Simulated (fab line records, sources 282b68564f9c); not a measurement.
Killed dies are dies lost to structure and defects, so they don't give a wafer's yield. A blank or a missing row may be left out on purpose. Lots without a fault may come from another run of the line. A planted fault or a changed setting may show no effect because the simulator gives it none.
Problem report in the 8D (eight disciplines) form, filled by code | flow rit_cmos | the parts of the form that need people (team, actions taken, sign-off) are left out

1. THE PROBLEM
run_length_s at RIT_M1_METAL_ETCH_12 reads a mean of 151.1 s on 1 wafer of 1 lot; wafers without a fault read 192.8 s with a standard deviation of 0.34. That is -99 or more standard deviations from the usual mean.
The step: etches Al in Cl2/BCl3, stops on SiO2, time 165 s, target depth 600 nm.
First seen on wafer L462.6, day 8 04:29, on rie_metal-04. The record holds 39 wafers of 13 lots with a number at this step. Rule for "out", or "out of limits": more than 4 standard deviations from the usual mean. The other wafers with a number count as sound.

2. WHAT IT IS AND WHAT IT IS NOT
question                    | is                           | is not
which readings at this step | run_length_s, oes_product_au | drypump_motor_current_A, throttle_valve_pct
which lots                  | L462                         | L442, L443, L444, L445, L446, L447, L448, L450, L452, L454, L455, L460
which wafers of those lots  | L462.6                       | L462.1, L462.5
read on which tools         | rie_metal-04                 | rie_metal-01, rie_metal-02
when                        | from day 8 04:29             | up to then (38 sound wafers)

3. SUSPECTS, AND WHAT RULES EACH OUT
Counting: a tool at a process step up to the reading stays a suspect if it ran every lot that is out. Sound lots after the first of them don't rule it out here, since some wafers of a struck lot are sound.
- rtp_anneal-02 at RIT_SDANNEAL_RTA_03 (time 5 s): kept. It ran the lot that is out, L462 (day 7 23:07); its last sound lot up to then is L460 (day 7 14:56).
- rie_metal-04 at RIT_M1_METAL_ETCH_12 (etches Al in Cl2/BCl3, stops on SiO2, time 165 s, target depth 600 nm): kept. It ran the lot that is out, L462 (day 8 04:29); its last sound lot up to then is L447 (day 4 18:50). Its own readings are out on those wafers: oes_product_au, run_length_s.
- Within rie_metal-04 at RIT_M1_METAL_ETCH_12: the wafers that are out ran in chamber 0; their sound lot-mates ran in chamber 1.
Left after counting: rtp_anneal-02 at RIT_SDANNEAL_RTA_03, rie_metal-04 at RIT_M1_METAL_ETCH_12.

4. THE CAUSE (what the simulator had put in)
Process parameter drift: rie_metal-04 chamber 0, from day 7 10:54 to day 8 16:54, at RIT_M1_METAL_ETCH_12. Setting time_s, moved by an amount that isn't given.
Counting left 2 suspects, and this tool is among them.

5. THE CHAIN OF EFFECTS, in route order
Each row: a reading whose mean over the struck wafers that have a number lies more than 3 standard deviations from the usual. Only readings for which the record gives a usual standard deviation are gone through. hours: the time from each lot's start at the first step in this table that gives one to its start at this step, as a median over the lots. sigmas: the change in usual standard deviations.
hours | step                 | reading        | usual      | on struck wafers | change | sigmas
0     | RIT_M1_METAL_ETCH_12 | oes_product_au | 0.784 a.u. | 1.007            | +0.223 | +20
0     | RIT_M1_METAL_ETCH_12 | run_length_s   | 192.8 s    | 151.1            | -41.7  | -99 or more
1     | RIT_M1_CD_MEAS_90    | cd_nm          | 2599.5 nm  | 2607.9           | +8.4   | +3.5
The process steps in it:
- RIT_M1_METAL_ETCH_12: etches Al in Cl2/BCl3, stops on SiO2, time 165 s, target depth 600 nm.

6. WHAT WOULD HAVE CAUGHT IT SOONER
In this record the first reading out of limits was taken at day 8 04:29, 18 hours after the fault began at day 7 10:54.
